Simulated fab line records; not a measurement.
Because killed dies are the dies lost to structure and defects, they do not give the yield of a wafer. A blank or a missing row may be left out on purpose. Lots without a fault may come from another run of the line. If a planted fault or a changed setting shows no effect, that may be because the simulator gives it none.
fab line records	flow berkeley_cmos170	part 1 of 2: steps 1 to 39 of 43
[record] lots = 6	wafers = 18	last_day = 12
route steps=331 shown V1@256 M2@271 V2@292 M3@331
lots with no fault: from the same line, run without faults
start_h: hours from the record's opening day to when the first of the lot's shown wafers began	wait_h: hours from the lot's prior step to this one	" as in the row above	L1.1+2: one row covering several wafers at once	- no value, or no start was given	* or withheld: withheld	< > ~ a bound
route shown NAME@n: NAME is a module with steps in the file, n the number in the route of the first one	usual: mean and standard deviation over wafers with no fault	same: alike in all rows	chamber/n: place in a boat	sites: readings site by site	_std_site: the standard deviation of these	_edge_site: mean of outer sites minus mean of inner sites	radius_mm: for every site, how far away it sits from the centre of the wafer	mask NAME#n: copy n	behind: the last tool/chamber to shape the wafer	hold: reason for holding the lot/hours on hold/outcome of the hold	device: whichever transistor did not switch (one of n, p or np)	end of line: tests of these same wafers at the route's end	where a step has no rows: the recipe by itself	killed: at the first sort, the dies lost to defects and structure; wafer yield is something else	map: a wafer's dies, marking killed ones x, the rest . and places with no die _
set.NAME: the setting the step ran with; set.NAME@STEP: the setting that earlier step ran with	model.NAME: the simulator's own value behind a step, which no gauge read
certain route steps with their lots: each step a table, each wafer a row
services: when a tool's chamber went out of use (start_h, in hours from the record's first day, below 0 if earlier), for how many hours, and the reason
[[steps]]
[step UCB170_V1_CMP_02]
[recipe] material = SiO2	down_force_psi = 6	platen_rpm = 60	pad_velocity_m_s = 0.75398
[step UCB170_V1_BOW_MEAS_03]
[recipe] mode = bow
[usual] V1_BOW = 19/7.4
lot.wafer	tool	chamber	start_h	wait_h	V1_BOW[um]
L998.3	film_metro-04	-	216.03	0.2	20
L998.4	"	-	"	"	13
L998.6	"	-	"	"	27
L101.1	film_metro-04	-	247.62	0.2	27
L101.2	"	-	"	"	14
L101.6	"	-	"	"	0
L105.1	film_metro-04	-	265.60	0.1	11
L105.2	"	-	"	"	14
L105.5	"	-	"	"	20
L104.1	film_metro-04	-	268.27	0.1	20
L104.2	"	-	"	"	21
L104.4	"	-	"	"	19
L109.3	film_metro-04	-	271.85	0.1	22
L109.4	"	-	"	"	10
L109.6	"	-	"	"	20
L110.2	film_metro-02	-	279.41	0.1	37
L110.3	"	-	"	"	26
L110.6	"	-	"	"	19
[step UCB170_V1_THK_MEAS_04]
[recipe] reads = SiO2_of_V1_CVD_00
[usual] V1_POLISHED_THK = 1000.0/1.3
lot.wafer	tool	chamber	start_h	wait_h	V1_POLISHED_THK[nm]
L998.3	film_metro-04	-	216.13	0.1	999.8
L998.4	"	-	"	"	999.7
L998.6	"	-	"	"	1000.3
L101.1	film_metro-04	-	247.74	0.1	1001.2
L101.2	"	-	"	"	1000.2
L101.6	"	-	"	"	1002.1
L105.1	film_metro-04	-	265.72	0.1	1000.3
L105.2	"	-	"	"	1000.4
L105.5	"	-	"	"	1001.0
L104.1	film_metro-04	-	268.39	0.1	997.6
L104.2	"	-	"	"	1000.8
L104.4	"	-	"	"	999.0
L109.3	film_metro-04	-	271.95	0.1	1001.8
L109.4	"	-	"	"	998.9
L109.6	"	-	"	"	998.4
L110.2	film_metro-02	-	279.52	0.1	998.4
L110.3	"	-	"	"	1000.2
L110.6	"	-	"	"	999.5
[step UCB170_V1_CLEAN_05]
[recipe] chemistry = DIW
[step UCB170_V1_HMDS_06]
[recipe] prime_time_s = 60	prime_temp_c = 100
[step UCB170_V1_COAT_07]
[recipe] resist = KrF	spin_rpm = 1500	resist_thk_nm = 900
[step UCB170_V1_SOFTBAKE_08]
[recipe] resist = KrF	temp_c = 130	time_s = 60
[step UCB170_V1_EXPOSE_09]
[recipe] mask_id = VIA1	target_cd_nm = 700	na = 0.5	sigma_outer = 0.6	source_shape = conventional	dose_mj = 37
[step UCB170_V1_PEB_10]
[recipe] peb_temp_c = 130	peb_time_s = withheld	resist = KrF
[step UCB170_V1_DEVELOP_11]
[recipe] developer = TMAH	develop_time_s = 45	resist = KrF	dev_temp_c = 21
[step UCB170_V1_CD_MEAS_12]
[recipe] target_cd_nm = 700
[usual] cd_nm = 699.5/1.3
lot.wafer	tool	chamber	start_h	wait_h	cd_nm
L998.3	cd_sem-01	-	217.61	-	697.4
L998.4	"	-	"	"	698.3
L998.6	"	-	"	"	699.0
L101.1	cd_sem-01	-	249.47	-	698.4
L101.2	"	-	"	"	698.7
L101.6	"	-	"	"	698.5
L105.1	cd_sem-01	-	267.96	-	698.3
L105.2	"	-	"	"	697.4
L105.5	"	-	"	"	699.7
L104.1	cd_sem-02	-	269.78	-	699.9
L104.2	"	-	"	"	699.5
L104.4	"	-	"	"	698.4
L109.3	cd_sem-02	-	273.17	-	698.6
L109.4	"	-	"	"	698.4
L109.6	"	-	"	"	698.7
L110.2	cd_sem-02	-	280.79	-	699.8
L110.3	"	-	"	"	698.4
L110.6	"	-	"	"	700.9
[step UCB170_V1_OVL_MEAS_13]
[usual] V1_OVL = 1/5.7
lot.wafer	tool	chamber	start_h	wait_h	V1_OVL[nm]
L998.3	overlay-02	-	217.70	0.1	-1
L998.4	"	-	"	"	-3
L998.6	"	-	"	"	-6
L101.1	overlay-01	-	249.59	0.1	2
L101.2	"	-	"	"	3
L101.6	"	-	"	"	5
L105.1	overlay-01	-	268.08	0.1	15
L105.2	"	-	"	"	3
L105.5	"	-	"	"	12
L104.1	overlay-01	-	269.90	0.1	4
L104.2	"	-	"	"	7
L104.4	"	-	"	"	-2
L109.3	overlay-01	-	273.26	0.1	-1
L109.4	"	-	"	"	-8
L109.6	"	-	"	"	-6
L110.2	overlay-01	-	280.89	0.1	-5
L110.3	"	-	"	"	-6
L110.6	"	-	"	"	-9
[step UCB170_V1_ETCH_14]
[recipe] chemistry = CHF3/CF4/Ar	target = SiO2	stop_on = Al	CHF3_flow_sccm = 45	cf4_flow_sccm = 15	Ar_flow_sccm = 150	pressure_mtorr = 200	rf_w = 700	target_depth_a = 12500	over_etch_frac = 0.2716	time_s = 291
[usual] drypump_motor_current_A = 5.9/0.39	oes_product_au = 0.861/0.012	rf_fwd_power_W = 698.2/2	throttle_valve_pct = 6.92/0.12
[same] over_etch_frac = 0.2716
lot.wafer	tool	chamber	start_h	wait_h	drypump_motor_current_A	oes_product_au	rf_fwd_power_W	rf_hours_counter_h	throttle_valve_pct
L998.3	rie_diel-02	1	217.72	0.0	6.2	0.854	697.4	6	6.79
L998.4	"	0	"	"	6.4	0.837	696.4	39	6.92
L998.6	"	3	"	"	6.1	0.854	701.1	-	7.10
L101.1	rie_diel-04	2	249.63	0.0	5.7	0.879	699.5	72	6.80
L101.2	"	1	"	"	6.2	0.861	695.8	29	6.97
L101.6	"	0	"	"	5.8	0.865	696.5	-	6.89
L105.1	rie_diel-04	1	268.11	0.0	6.2	0.861	696.0	30	6.95
L105.2	"	3	"	"	5.7	0.860	697.5	9	6.94
L105.5	"	2	"	"	5.7	0.872	702.0	-	6.80
L104.1	rie_diel-04	1	269.94	0.0	6.2	0.862	694.7	30	6.97
L104.2	"	2	"	"	5.7	0.869	698.7	73	6.79
L104.4	"	3	"	"	5.8	0.859	697.7	9	6.95
L109.3	rie_diel-02	1	273.29	0.0	6.2	0.865	699.5	9	6.81
L109.4	"	0	"	"	6.4	0.842	695.5	41	6.90
L109.6	"	0	"	"	6.4	0.841	696.9	-	6.91
L110.2	rie_diel-02	0	280.92	0.0	6.4	0.841	696.9	42	6.90
L110.3	"	2	"	"	6.1	0.867	696.7	48	6.97
L110.6	"	3	"	"	6.1	0.846	699.1	-	7.10
[step UCB170_V1_STRIP_15]
[recipe] chemistry = O2	power_w = 400	pressure_mtorr = 3500	platen_temp_c = withheld	o2_flow_sccm = 400	overash_fraction = 0.5
[step UCB170_V1_CD_MEAS_90]
[recipe] target_cd_nm = 700
[usual] cd_nm = 699.4/1.4
lot.wafer	tool	chamber	start_h	wait_h	cd_nm
L998.3	cd_sem-02	-	218.04	0.1	696.5
L998.4	"	-	"	"	699.1
L998.6	"	-	"	"	699.4
L101.1	cd_sem-02	-	249.91	0.1	698.4
L101.2	"	-	"	"	698.2
L101.6	"	-	"	"	698.4
L105.1	cd_sem-02	-	268.39	0.1	697.4
L105.2	"	-	"	"	697.5
L105.5	"	-	"	"	699.7
L104.1	cd_sem-02	-	270.22	0.1	698.9
L104.2	"	-	"	"	699.5
L104.4	"	-	"	"	698.8
L109.3	cd_sem-01	-	273.60	0.1	696.8
L109.4	"	-	"	"	697.9
L109.6	"	-	"	"	699.4
L110.2	cd_sem-01	-	281.22	0.1	700.2
L110.3	"	-	"	"	698.7
L110.6	"	-	"	"	700.9
[step UCB170_M2_PRE_CLEAN_00]
[recipe] gas = Ar	preclean_etch_time_s = 60
[step UCB170_M2_SPUTTER_01]
[recipe] material = Al	target_thk_nm = 900	time_s = 120	power_w = 6000	chamber_pressure_pa = 0.5
[step UCB170_M2_RS_MEAS_02]
[recipe] thk_meas_gauge = four-point-probe	reads = Al_of_M2_SPUTTER_01
[usual] M2_AL_RS = 0.0322/0.00037
lot.wafer	tool	chamber	start_h	wait_h	M2_AL_RS[ohm/sq]
L998.3	film_metro-02	-	218.31	0.1	0.0319
L998.4	"	-	"	"	0.0319
L998.6	"	-	"	"	0.0319
L101.1	film_metro-01	-	250.18	0.0	0.0323
L101.2	"	-	"	"	0.0328
L101.6	"	-	"	"	0.0316
L105.1	film_metro-01	-	268.66	0.0	0.0326
L105.2	"	-	"	"	0.0322
L105.5	"	-	"	"	0.0320
L104.1	film_metro-02	-	270.49	0.0	0.0325
L104.2	"	-	"	"	0.0324
L104.4	"	-	"	"	0.0319
L109.3	film_metro-02	-	273.87	0.1	0.0329
L109.4	"	-	"	"	0.0325
L109.6	"	-	"	"	0.0327
L110.2	film_metro-03	-	281.49	0.1	0.0318
L110.3	"	-	"	"	0.0319
L110.6	"	-	"	"	0.0317
[step UCB170_M2_THK_MEAS_03]
[recipe] thk_meas_gauge = xrf	reads = Al_of_M2_SPUTTER_01
[usual] M2_AL_THK = 903/10
lot.wafer	tool	chamber	start_h	wait_h	M2_AL_THK[nm]
L998.3	film_metro-02	-	218.41	0.1	917
L998.4	"	-	"	"	920
L998.6	"	-	"	"	913
L101.1	film_metro-01	-	250.30	0.1	891
L101.2	"	-	"	"	882
L101.6	"	-	"	"	916
L105.1	film_metro-01	-	268.78	0.1	894
L105.2	"	-	"	"	894
L105.5	"	-	"	"	903
L104.1	film_metro-02	-	270.61	0.1	904
L104.2	"	-	"	"	900
L104.4	"	-	"	"	919
L109.3	film_metro-02	-	273.97	0.1	892
L109.4	"	-	"	"	901
L109.6	"	-	"	"	895
L110.2	film_metro-03	-	281.60	0.1	912
L110.3	"	-	"	"	909
L110.6	"	-	"	"	917
[step UCB170_M2_HMDS_04]
[recipe] prime_time_s = 60	prime_temp_c = 100
[step UCB170_M2_COAT_05]
[recipe] resist = KrF	spin_rpm = 1500	resist_thk_nm = 900
[step UCB170_M2_SOFTBAKE_06]
[recipe] resist = KrF	temp_c = 130	time_s = 60
[step UCB170_M2_STRIP_07]
[recipe] chemistry = O2	power_w = 400	pressure_mtorr = 3500	platen_temp_c = withheld	o2_flow_sccm = 400	overash_fraction = 0.5
[usual] drypump_motor_current_A = 5.7/0.64	oes_product_au = 0.734/0.0048	strip_time_to_endpoint_s = 21.96/0.07
lot.wafer	tool	chamber	start_h	wait_h	drypump_motor_current_A	oes_product_au	rf_hours_counter_h	strip_time_to_endpoint_s
L998.3	plasma_asher-03	1	218.93	0.1	6.4	0.732	-	22.16
L998.4	"	0	"	"	5.7	0.744	-	22.15
L998.6	"	1	"	"	6.4	0.724	-	22.03
L101.1	plasma_asher-04	1	251.07	0.1	5.3	0.727	14	22.00
L101.2	"	0	"	"	6.0	0.730	14	21.86
L101.6	"	0	"	"	5.9	0.728	-	21.99
L105.1	plasma_asher-03	0	269.30	0.1	5.7	0.730	49	22.02
L105.2	"	1	"	"	6.4	0.742	49	21.95
L105.5	"	0	"	"	5.7	0.737	-	21.99
L104.1	plasma_asher-04	1	271.23	0.1	5.3	0.729	16	22.01
L104.2	"	0	"	"	5.9	0.739	16	22.04
L104.4	"	1	"	"	5.3	0.733	-	22.04
L109.3	plasma_asher-02	1	274.50	0.1	6.2	0.736	-	22.04
L109.4	"	0	"	"	4.7	0.738	-	22.08
L109.6	"	1	"	"	6.3	0.739	-	21.99
L110.2	plasma_asher-04	0	282.36	0.1	6.0	0.735	18	21.98
L110.3	"	0	"	"	6.0	0.729	-	22.00
L110.6	"	0	"	"	6.0	0.738	-	21.99
[step UCB170_M2_STRIP_08]
[recipe] chemistry = DMSO	temp_c = 80	time_s = 600	material = KrF
[step UCB170_M2_COAT_09]
[recipe] resist = BARC	temp_c = withheld	time_s = withheld	spin_rpm = 3000	resist_thk_nm = withheld
[step UCB170_M2_COAT_10]
[recipe] resist = KrF	spin_rpm = 1500	resist_thk_nm = 900
[step UCB170_M2_SOFTBAKE_11]
[recipe] resist = KrF	temp_c = 130	time_s = 58.01
[step UCB170_M2_EXPOSE_12]
[recipe] mask_id = METAL2	target_cd_nm = 700	na = 0.5	sigma_outer = 0.6	source_shape = conventional	dose_mj = 26
[step UCB170_M2_PEB_13]
[recipe] peb_temp_c = 130	peb_time_s = withheld	resist = KrF
[step UCB170_M2_DEVELOP_14]
[recipe] developer = TMAH	develop_time_s = 45	resist = KrF	dev_temp_c = 21
[step UCB170_M2_CD_MEAS_15]
[recipe] target_cd_nm = 700
[usual] cd_nm = 700.6/1.4
lot.wafer	tool	chamber	start_h	wait_h	cd_nm
L998.3	cd_sem-02	-	220.18	-	700.6
L998.4	"	-	"	"	700.3
L998.6	"	-	"	"	701.2
L101.1	cd_sem-02	-	252.43	-	701.3
L101.2	"	-	"	"	699.8
L101.6	"	-	"	"	700.3
L105.1	cd_sem-01	-	270.71	-	701.6
L105.2	"	-	"	"	702.0
L105.5	"	-	"	"	702.0
L104.1	cd_sem-01	-	272.49	-	701.5
L104.2	"	-	"	"	702.5
L104.4	"	-	"	"	701.6
L109.3	cd_sem-02	-	275.75	-	698.2
L109.4	"	-	"	"	699.6
L109.6	"	-	"	"	700.4
L110.2	cd_sem-01	-	283.83	-	700.2
L110.3	"	-	"	"	700.6
L110.6	"	-	"	"	699.7
[step UCB170_M2_OVL_MEAS_16]
[usual] M2_OVL = 2/6.2
lot.wafer	tool	chamber	start_h	wait_h	M2_OVL[nm]
L998.3	overlay-02	-	220.27	0.1	2
L998.4	"	-	"	"	-9
L998.6	"	-	"	"	0
L101.1	overlay-02	-	252.55	0.1	4
L101.2	"	-	"	"	-7
L101.6	"	-	"	"	-2
L105.1	overlay-01	-	270.83	0.1	-3
L105.2	"	-	"	"	4
L105.5	"	-	"	"	1
L104.1	overlay-01	-	272.61	0.1	2
L104.2	"	-	"	"	4
L104.4	"	-	"	"	1
L109.3	overlay-01	-	275.84	0.1	-4
L109.4	"	-	"	"	-7
L109.6	"	-	"	"	0
L110.2	overlay-02	-	283.94	0.1	-7
L110.3	"	-	"	"	-3
L110.6	"	-	"	"	1
[step UCB170_M2_ETCH_17]
[recipe] chemistry = N2/H2	target_depth_a = withheld	overetch_a = withheld	target = BARC	time_s = withheld	source_w = 500	bias_w = 100	pressure_mtorr = 30	n2_flow_sccm = 100	h2_flow_sccm = 200
[usual] drypump_motor_current_A = 5.5/0.44	n2_flow_sccm = 100.0/0.32	oes_product_au = 0.999/0.017	rf_fwd_power_W = 494.0/2	throttle_valve_pct = 13.25/0.2
lot.wafer	tool	chamber	start_h	wait_h	drypump_motor_current_A	n2_flow_sccm	oes_product_au	rf_fwd_power_W	throttle_valve_pct
L998.3	rie_diel-04	0	220.30	0.0	5.8	100.3	0.984	496.6	13.18
L998.4	"	1	"	"	6.2	99.9	0.991	491.0	13.32
L998.6	"	1	"	"	6.2	100.3	0.986	491.1	13.31
L101.1	rie_diel-04	3	252.59	0.0	5.8	99.7	0.986	494.8	13.24
L101.2	"	0	"	"	5.8	99.5	0.974	497.7	13.17
L101.6	"	0	"	"	5.8	99.6	0.980	494.7	13.17
L105.1	rie_diel-03	0	270.87	0.0	5.3	99.9	0.994	492.6	12.98
L105.2	"	2	"	"	4.9	100.6	1.011	494.3	13.03
L105.5	"	2	"	"	4.9	100.4	1.013	495.3	13.04
L104.1	rie_diel-04	3	272.65	0.0	5.7	99.9	0.984	493.8	13.25
L104.2	"	0	"	"	5.8	99.7	0.986	495.3	13.18
L104.4	"	2	"	"	5.8	100.3	0.988	496.6	13.16
L109.3	rie_diel-04	0	275.86	0.0	5.8	100.0	0.984	495.8	13.17
L109.4	"	3	"	"	5.7	100.9	0.981	496.5	13.25
L109.6	"	0	"	"	5.8	100.0	0.984	495.9	13.16
L110.2	rie_diel-04	1	283.97	0.0	6.2	100.0	0.987	494.2	13.34
L110.3	"	0	"	"	5.8	99.8	0.986	493.0	13.17
L110.6	"	3	"	"	5.7	100.1	0.985	493.2	13.23
[step UCB170_M2_METAL_ETCH_18]
[recipe] chemistry = Cl2/BCl3	target = Al	stop_on = SiO2	pressure_mtorr = 12	target_depth_a = 11700	over_etch_frac = 0.3	time_s = 195	icp_w = 600	bias_w = 120	Cl2_flow_sccm = 90	bcl3_flow_sccm = 45
[usual] drypump_motor_current_A = 5.7/0.33	mfc_cl2_sccm = 89.98/0.25	oes_product_au = 0.860/0.011	rf_fwd_power_W = 597.5/2.1	throttle_valve_pct = 24.53/0.22
[same] over_etch_frac = 0.3
lot.wafer	tool	chamber	start_h	wait_h	drypump_motor_current_A	mfc_cl2_sccm	oes_product_au	rf_fwd_power_W	rf_hours_counter_h	throttle_valve_pct
L998.3	rie_metal-03	1	220.40	-	6.2	89.37	0.858	595.3	-	24.88
L998.4	"	0	"	"	5.5	89.71	0.874	596.9	-	24.59
L998.6	"	1	"	"	6.2	89.37	0.866	596.7	-	24.88
L101.1	rie_metal-03	0	252.63	-	5.5	90.69	0.872	596.8	9	24.60
L101.2	"	1	"	"	6.2	90.12	0.846	597.0	3	24.88
L101.6	"	0	"	"	5.5	90.62	0.884	599.4	-	24.59
L105.1	rie_metal-04	1	270.91	-	5.4	89.99	0.859	597.4	5	24.66
L105.2	"	1	"	"	5.4	89.81	0.862	597.3	-	24.66
L105.5	"	1	"	"	5.4	89.92	0.865	595.8	-	24.65
L104.1	rie_metal-04	1	272.69	-	5.4	90.22	0.860	600.1	6	24.65
L104.2	"	1	"	"	5.4	89.99	0.862	595.7	-	24.64
L104.4	"	1	"	"	5.4	90.50	0.860	597.6	-	24.65
L109.3	rie_metal-01	0	275.97	-	6.0	90.35	0.841	598.5	-	24.35
L109.4	"	1	"	"	5.5	89.84	0.850	595.5	-	24.21
L109.6	"	0	"	"	6.0	90.16	0.844	596.5	-	24.35
L110.2	rie_metal-04	1	284.01	-	5.4	89.77	0.867	597.8	7	24.65
L110.3	"	0	"	"	6.0	90.12	0.861	604.1	-	24.24
L110.6	"	1	"	"	5.3	89.76	0.877	599.2	-	24.65
[step UCB170_M2_STRIP_19]
[recipe] chemistry = O2	power_w = 400	pressure_mtorr = 3500	platen_temp_c = withheld	o2_flow_sccm = 400	overash_fraction = 0.5
[usual] drypump_motor_current_A = 5.7/0.61	oes_product_au = 0.554/0.01
lot.wafer	tool	chamber	start_h	wait_h	drypump_motor_current_A	oes_product_au	rf_hours_counter_h
L998.3	plasma_asher-02	0	220.56	0.1	4.7	0.569	-
L998.4	"	1	"	"	6.2	0.543	-
L998.6	"	1	"	"	6.2	0.558	-
L101.1	plasma_asher-04	0	252.82	0.1	6.0	0.572	14
L101.2	"	1	"	"	5.3	0.567	14
L101.6	"	1	"	"	5.3	0.562	-
L105.1	plasma_asher-03	1	271.29	0.3	6.4	0.552	49
L105.2	"	0	"	"	5.7	0.531	49
L105.5	"	1	"	"	6.4	0.552	-
L104.1	plasma_asher-02	0	273.06	0.3	4.7	0.546	55
L104.2	"	1	"	"	6.3	0.556	55
L104.4	"	1	"	"	6.3	0.547	-
L109.3	plasma_asher-02	0	276.12	0.1	4.7	0.570	-
L109.4	"	1	"	"	6.3	0.541	-
L109.6	"	1	"	"	6.2	0.555	-
L110.2	plasma_asher-02	1	284.20	0.1	6.3	0.550	57
L110.3	"	1	"	"	6.3	0.574	-
L110.6	"	0	"	"	4.7	0.546	-
[step UCB170_M2_CD_MEAS_90]
[recipe] target_cd_nm = 700
[usual] cd_nm = 702.0/2.8
lot.wafer	tool	chamber	start_h	wait_h	cd_nm
L998.3	cd_sem-01	-	220.67	0.1	701.7
L998.4	"	-	"	"	701.3
L998.6	"	-	"	"	702.6
L101.1	cd_sem-01	-	252.92	0.1	702.7
L101.2	"	-	"	"	702.4
L101.6	"	-	"	"	701.1
L105.1	cd_sem-01	-	271.39	0.1	703.0
L105.2	"	-	"	"	700.0
L105.5	"	-	"	"	702.7
L104.1	cd_sem-01	-	273.16	0.1	700.7
L104.2	"	-	"	"	702.4
L104.4	"	-	"	"	700.6
L109.3	cd_sem-01	-	276.23	0.1	698.7
L109.4	"	-	"	"	698.3
L109.6	"	-	"	"	701.7
L110.2	cd_sem-02	-	284.32	0.1	698.9
L110.3	"	-	"	"	699.8
L110.6	"	-	"	"	698.9
[step UCB170_V2_CVD_00]
[recipe] material = SiO2	target_thk_nm = 2000	temp_c = 390	precursor = TEOS/O2	time_s = 250	rf_w = 550	pressure_mtorr = 9000
[step UCB170_V2_THK_MEAS_01]
[recipe] reads = SiO2_of_V2_CVD_00
[usual] V2_TEOS_THK = 1990/26
lot.wafer	tool	chamber	start_h	wait_h	V2_TEOS_THK[nm]
L998.3	film_metro-01	-	220.92	0.1	1981
L998.4	"	-	"	"	1995
L998.6	"	-	"	"	2024
L101.1	film_metro-01	-	253.19	0.1	1984
L101.2	"	-	"	"	2004
L101.6	"	-	"	"	2012
L105.1	film_metro-03	-	271.66	0.1	1959
L105.2	"	-	"	"	1935
L105.5	"	-	"	"	1978
L104.1	film_metro-01	-	273.44	0.1	1968
L104.2	"	-	"	"	1982
L104.4	"	-	"	"	1994
L109.3	film_metro-01	-	276.49	0.1	1965
L109.4	"	-	"	"	1986
L109.6	"	-	"	"	2025
L110.2	film_metro-01	-	284.59	0.1	1970
L110.3	"	-	"	"	1997
L110.6	"	-	"	"	2052
[step UCB170_V2_CMP_02]
[recipe] material = SiO2	down_force_psi = 6	platen_rpm = 60	pad_velocity_m_s = 0.75398
[usual] motor_current_A = 14.7/1.1	platen_rpm = 60.00/0.038
lot.wafer	tool	chamber	start_h	wait_h	motor_current_A	platen_rpm
L998.3	cmp-01	0	221.01	0.1	13.8	60.08
L998.4	"	1	"	"	16.8	60.01
L998.6	"	3	"	"	15.1	60.07
L101.1	cmp-01	0	253.35	0.1	13.2	59.97
L101.2	"	1	"	"	16.2	60.01
L101.6	"	2	"	"	15.3	60.10
L105.2	cmp-01	3	271.72	0.0	15.8	60.04
L105.1	"	1	"	"	16.1	60.01
L105.5	"	0	"	"	12.7	59.97
L104.2	cmp-02	2	273.55	0.1	13.5	59.91
L104.4	"	3	"	"	14.8	60.04
L104.1	"	0	"	"	14.0	59.99
L109.4	cmp-02	1	276.58	0.1	13.6	60.01
L109.3	"	3	"	"	14.5	59.96
L109.6	"	1	"	"	13.8	60.02
L110.2	cmp-01	1	284.64	0.0	15.6	59.99
L110.3	"	0	"	"	13.4	60.03
L110.6	"	2	"	"	15.1	59.97
